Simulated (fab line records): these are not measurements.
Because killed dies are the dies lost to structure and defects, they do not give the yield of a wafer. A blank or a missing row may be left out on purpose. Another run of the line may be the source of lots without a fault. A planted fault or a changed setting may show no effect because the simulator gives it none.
Commonality check across tools	flow rit_cmos	Sampled: 16 lots, 48 wafers

REASON FOR OPENING
RIT_PRETRO_OVL_MEAS_06, reading PRETRO_OVL: flagged on 4 of 16 lots. Wafers without a fault read 0.5 nm, standard deviation 1.5.
Rule: a lot is flagged when every wafer of it that has a number lies more than 4 standard deviations from that mean, or none has a number. As for the other lots, they are considered sound.

lot	measured	on	PRETRO_OVL (nm), wafer by wafer	flag
L950	day 2 12:14	overlay-02	2.5 0.7 1.9	
L951	day 2 17:27	overlay-01	-1.0 -0.6 0.0	
L952	day 2 17:57	overlay-01	0.6 -0.9 0.4	
L953	day 3 02:01	overlay-01	-1.5 0.3 -0.9	
L954	day 3 06:23	overlay-01	0.6 0.9 -0.2	
L955	day 3 08:16	overlay-02	-0.1 0.2 -0.3	
L961	day 4 19:17	overlay-01	1.0 1.8 1.7	
L962	day 4 20:41	overlay-01	2.4 4.5 3.2	
L963	day 5 02:41	overlay-01	2.0 1.6 2.4	
L964	day 5 07:50	overlay-01	-2.4 -1.1 -3.1	
L965	day 5 12:44	overlay-02	1.0 -0.8 1.4	
L967	day 5 23:55	overlay-01	128.1 128.8 129.2	FLAGGED
L968	day 6 06:07	overlay-01	133.0 128.7 133.6	FLAGGED
L969	day 6 14:44	overlay-01	128.6 129.1 129.2	FLAGGED
L970	day 6 19:01	overlay-02	1.9 3.7 1.9	
L971	day 6 21:19	overlay-02	132.8 131.5 129.9	FLAGGED
Average over the flagged lots: 130.2 nm; offset from the usual +129.7 nm, equal to +86 standard deviations.

EACH LOT AND THE TOOL IT RAN ON
The record holds 1 process step before the reading, out of a route of 202 steps. Each cell gives the tool, then ch followed by the chambers the sampled wafers passed through, then the start.
lot	flag	RIT_PRETRO_EXPOSE_03
L950		iline_stepper-01 ch 0, day 2 11:48
L951		iline_stepper-02 ch 0, day 2 17:02
L952		iline_stepper-02 ch 0, day 2 17:32
L953		iline_stepper-01 ch 0, day 3 01:35
L954		iline_stepper-01 ch 0, day 3 05:59
L955		iline_stepper-02 ch 0, day 3 07:50
L961		iline_stepper-01 ch 0, day 4 18:44
L962		iline_stepper-02 ch 0, day 4 20:16
L963		iline_stepper-02 ch 0, day 5 02:16
L964		iline_stepper-01 ch 0, day 5 07:26
L965		iline_stepper-01 ch 0, day 5 12:19
L967	FLAGGED	iline_stepper-01 ch 0, day 5 23:31
L968	FLAGGED	iline_stepper-01 ch 0, day 6 05:37
L969	FLAGGED	iline_stepper-01 ch 0, day 6 14:18
L970		iline_stepper-02 ch 0, day 6 18:22
L971	FLAGGED	iline_stepper-01 ch 0, day 6 20:55
What these steps do:
- RIT_PRETRO_EXPOSE_03: exposes mask M5, target cd 43700 nm.
- RIT_PRETRO_OVL_MEAS_06

FLAGGED OVER TOTAL, TOOL BY TOOL (the gauges that took the reading come last)
step	tool	lots run	flagged	share of the flagged lots	sound lots run after its first flagged lot
RIT_PRETRO_EXPOSE_03	iline_stepper-01	10	4	all	0
RIT_PRETRO_EXPOSE_03	iline_stepper-02	6	0	none	-
RIT_PRETRO_OVL_MEAS_06	overlay-01	11	3	some	0
RIT_PRETRO_OVL_MEAS_06	overlay-02	5	1	some	0

WHAT THE TABLE ALLOWS
In the table, 1 row covers all flagged lots: iline_stepper-01 at RIT_PRETRO_EXPOSE_03.
- iline_stepper-01 at RIT_PRETRO_EXPOSE_03 ran 10 lots, 4 of them flagged. It ran its last sound lot, L965, at day 5 12:19 and its first flagged lot, L967, at day 5 23:31: a fault with its onset between the two fits.
Just one tool remains: iline_stepper-01 at RIT_PRETRO_EXPOSE_03.

WHAT HAD BEEN PUT IN BY THE SIMULATOR
Scanner matching overlay: iline_stepper-01, from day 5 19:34 on, at RIT_PRETRO_EXPOSE_03. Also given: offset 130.
Lots struck among those shown: L967, L968, L969, L971. The rule above reached the same finding.
